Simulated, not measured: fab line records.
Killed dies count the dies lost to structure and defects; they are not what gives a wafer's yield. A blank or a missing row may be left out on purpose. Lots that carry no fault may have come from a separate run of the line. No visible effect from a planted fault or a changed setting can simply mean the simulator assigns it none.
What tool caused it? || flow rit cmos || 15 lots, 45 wafers sampled, at 3 steps of a route of 202

== WHAT THE GAUGES SHOWED, per wafer ==
RIT_CONTACT_CD_MEAS_08: target cd 1000 nm.
{"lot": "L263", "measured": "day 3 23:25", "on": "cd sem-02", "cd nm (nm)": "1000.9 1000.6 1002.1"}
{"lot": "L264", "measured": "day 4 08:28", "on": "cd sem-02", "cd nm (nm)": "1004.5 1003.5 1005.2"}
{"lot": "L265", "measured": "day 4 13:17", "on": "cd sem-02", "cd nm (nm)": "999.1 999.0 1000.1"}
{"lot": "L269", "measured": "day 5 08:09", "on": "cd sem-01", "cd nm (nm)": "998.7 997.6 1001.2"}
{"lot": "L270", "measured": "day 5 13:44", "on": "cd sem-01", "cd nm (nm)": "995.5 998.1 996.4"}
{"lot": "L271", "measured": "day 5 18:01", "on": "cd sem-01", "cd nm (nm)": "1000.9 1002.9 1001.8"}
{"lot": "L272", "measured": "day 5 21:23", "on": "cd sem-02", "cd nm (nm)": "996.8 995.2 995.9"}
{"lot": "L275", "measured": "day 6 07:23", "on": "cd sem-02", "cd nm (nm)": "1003.7 1005.3 1004.5"}
{"lot": "L274", "measured": "day 6 07:39", "on": "cd sem-01", "cd nm (nm)": "1000.3 999.6 1001.5"}
{"lot": "L276", "measured": "day 6 15:38", "on": "cd sem-02", "cd nm (nm)": "1001.9 1001.2 1000.9"}
{"lot": "L278", "measured": "day 7 00:37", "on": "cd sem-01", "cd nm (nm)": "1000.1 999.8 1000.5"}
{"lot": "L279", "measured": "day 7 02:16", "on": "cd sem-02", "cd nm (nm)": "- - -"}
{"lot": "L280", "measured": "day 7 06:34", "on": "cd sem-01", "cd nm (nm)": "- - -"}
{"lot": "L281", "measured": "day 7 14:05", "on": "cd sem-01", "cd nm (nm)": "- - -"}
{"lot": "L282", "measured": "day 7 22:10", "on": "cd sem-01", "cd nm (nm)": "999.9 1001.1 1001.7"}

== TOOL THAT RAN EACH LOT (tool first, then ch and the chambers of the sampled wafers, then the start) ==
{"lot": "L263", "RIT_SILICIDE_RTA_06": "rtp anneal-02 ch 0, day 3 22:08", "RIT_CONTACT_COAT_03": "litho track-03 ch 0, day 3 22:29"}
{"lot": "L264", "RIT_SILICIDE_RTA_06": "rtp anneal-01 ch 0, day 4 07:13", "RIT_CONTACT_COAT_03": "litho track-03 ch 0, day 4 07:37"}
{"lot": "L265", "RIT_SILICIDE_RTA_06": "rtp anneal-02 ch 0, day 4 12:08", "RIT_CONTACT_COAT_03": "litho track-01 ch 0, day 4 12:29"}
{"lot": "L269", "RIT_SILICIDE_RTA_06": "rtp anneal-02 ch 0, day 5 06:52", "RIT_CONTACT_COAT_03": "litho track-04 ch 0, day 5 07:13"}
{"lot": "L270", "RIT_SILICIDE_RTA_06": "rtp anneal-01 ch 0, day 5 12:35", "RIT_CONTACT_COAT_03": "litho track-03 ch 0, day 5 12:56"}
{"lot": "L271", "RIT_SILICIDE_RTA_06": "rtp anneal-02 ch 0, day 5 16:42", "RIT_CONTACT_COAT_03": "litho track-03 ch 0, day 5 17:05"}
{"lot": "L272", "RIT_SILICIDE_RTA_06": "rtp anneal-01 ch 0, day 5 19:55", "RIT_CONTACT_COAT_03": "litho track-01 ch 0, day 5 20:14"}
{"lot": "L275", "RIT_SILICIDE_RTA_06": "rtp anneal-02 ch 0, day 6 06:14", "RIT_CONTACT_COAT_03": "litho track-03 ch 0, day 6 06:34"}
{"lot": "L274", "RIT_SILICIDE_RTA_06": "rtp anneal-02 ch 0, day 6 06:29", "RIT_CONTACT_COAT_03": "litho track-01 ch 0, day 6 06:49"}
{"lot": "L276", "RIT_SILICIDE_RTA_06": "rtp anneal-01 ch 0, day 6 14:19", "RIT_CONTACT_COAT_03": "litho track-03 ch 0, day 6 14:50"}
{"lot": "L278", "RIT_SILICIDE_RTA_06": "rtp anneal-01 ch 0, day 6 23:20", "RIT_CONTACT_COAT_03": "litho track-04 ch 0, day 6 23:40"}
{"lot": "L279", "RIT_SILICIDE_RTA_06": "rtp anneal-02 ch 0, day 7 01:00", "RIT_CONTACT_COAT_03": "litho track-01, day 7 01:20"}
{"lot": "L280", "RIT_SILICIDE_RTA_06": "rtp anneal-01 ch 0, day 7 05:17", "RIT_CONTACT_COAT_03": "litho track-03, day 7 05:37"}
{"lot": "L281", "RIT_SILICIDE_RTA_06": "rtp anneal-02 ch 0, day 7 12:56", "RIT_CONTACT_COAT_03": "litho track-01, day 7 13:16"}
{"lot": "L282", "RIT_SILICIDE_RTA_06": "rtp anneal-01 ch 0, day 7 21:00", "RIT_CONTACT_COAT_03": "litho track-03 ch 0, day 7 21:21"}
- RIT_SILICIDE_RTA_06: time 10 s, ramp up 5 s, ramp down 10 s.
- RIT_CONTACT_COAT_03: resist thk 1000 nm.

== AS READ BY THE TOOLS THEMSELVES (means over the sampled wafers that have a number; for cases with no such wafer, the mark the record gives instead) ==
RIT_SILICIDE_RTA_06.
{"lot": "L263", "tool": "rtp anneal-02", "wafer_temp_C_max": 754.6}
{"lot": "L264", "tool": "rtp anneal-01", "wafer_temp_C_max": 753.8}
{"lot": "L265", "tool": "rtp anneal-02", "wafer_temp_C_max": 754.8}
{"lot": "L269", "tool": "rtp anneal-02", "wafer_temp_C_max": 755.2}
{"lot": "L270", "tool": "rtp anneal-01", "wafer_temp_C_max": 754.2}
{"lot": "L271", "tool": "rtp anneal-02", "wafer_temp_C_max": 755.0}
{"lot": "L272", "tool": "rtp anneal-01", "wafer_temp_C_max": 754.5}
{"lot": "L275", "tool": "rtp anneal-02", "wafer_temp_C_max": 753.5}
{"lot": "L274", "tool": "rtp anneal-02", "wafer_temp_C_max": 754.2}
{"lot": "L276", "tool": "rtp anneal-01", "wafer_temp_C_max": 754.7}
{"lot": "L278", "tool": "rtp anneal-01", "wafer_temp_C_max": 754.3}
{"lot": "L279", "tool": "rtp anneal-02", "wafer_temp_C_max": 754.8}
{"lot": "L280", "tool": "rtp anneal-01", "wafer_temp_C_max": 754.0}
{"lot": "L281", "tool": "rtp anneal-02", "wafer_temp_C_max": 754.0}
{"lot": "L282", "tool": "rtp anneal-01", "wafer_temp_C_max": 754.3}

RIT_CONTACT_COAT_03.
{"lot": "L263", "tool": "litho track-03", "chill plate temp C (C)": 23.03, "dispense pressure kPa (kPa)": 50}
{"lot": "L264", "tool": "litho track-03", "chill plate temp C (C)": 23.01, "dispense pressure kPa (kPa)": 50}
{"lot": "L265", "tool": "litho track-01", "chill plate temp C (C)": 23.14, "dispense pressure kPa (kPa)": 57}
{"lot": "L269", "tool": "litho track-04", "chill plate temp C (C)": 23.10, "dispense pressure kPa (kPa)": 55}
{"lot": "L270", "tool": "litho track-03", "chill plate temp C (C)": 22.94, "dispense pressure kPa (kPa)": 50}
{"lot": "L271", "tool": "litho track-03", "chill plate temp C (C)": 22.98, "dispense pressure kPa (kPa)": 50}
{"lot": "L272", "tool": "litho track-01", "chill plate temp C (C)": 23.01, "dispense pressure kPa (kPa)": 57}
{"lot": "L275", "tool": "litho track-03", "chill plate temp C (C)": 23.00, "dispense pressure kPa (kPa)": 50}
{"lot": "L274", "tool": "litho track-01", "chill plate temp C (C)": 22.98, "dispense pressure kPa (kPa)": 57}
{"lot": "L276", "tool": "litho track-03", "chill plate temp C (C)": 22.89, "dispense pressure kPa (kPa)": 50}
{"lot": "L278", "tool": "litho track-04", "chill plate temp C (C)": 22.94, "dispense pressure kPa (kPa)": 55}
{"lot": "L279", "tool": "litho track-01", "chill plate temp C (C)": "-", "dispense pressure kPa (kPa)": "-"}
{"lot": "L280", "tool": "litho track-03", "chill plate temp C (C)": "-", "dispense pressure kPa (kPa)": "-"}
{"lot": "L281", "tool": "litho track-01", "chill plate temp C (C)": "-", "dispense pressure kPa (kPa)": "-"}
{"lot": "L282", "tool": "litho track-03", "chill plate temp C (C)": 22.90, "dispense pressure kPa (kPa)": 50}

== THE ANSWER, worked out from the rows above alone ==
Rule: the usual values come from the lots themselves. Put in order of their means at a reading, lots are off if they are a third of the lots or fewer, leave a main group of 4 or more, and stand apart from it by a gap of 3 or more times the standard deviation of the main group's means; of several such gaps the widest counts. A main group is skipped when, at the precision printed for the reading in the tables above, its means are all equal. Also off: a lot with no number at a reading for which 4 or more lots have one. The other lots that the step has rows for count as sound. First the gauges in route order, then the tools' own readings, where a lot's mean is used as printed above. The first step at which some lot is off is used, and at that step the reading that is off furthest; a lot without a number counts as furthest.
Off, at RIT_CONTACT_CD_MEAS_08 on cd nm: L279, L280, L281. Without a number there: L279, L280, L281. The main group: mean 1000.5 nm, standard deviation 2.5.
If a tool, at a process step before that reading, ran all the lots that are off and no sound lot after the first of them, it fits. Not tried: the gauges at RIT_CONTACT_CD_MEAS_08; whatever is off there is also off at RIT_CONTACT_COAT_03, on other tools, and gauge error can't account for it. Not one of the candidates tried fits.

== WHAT THE SIMULATOR HAD INSERTED ==
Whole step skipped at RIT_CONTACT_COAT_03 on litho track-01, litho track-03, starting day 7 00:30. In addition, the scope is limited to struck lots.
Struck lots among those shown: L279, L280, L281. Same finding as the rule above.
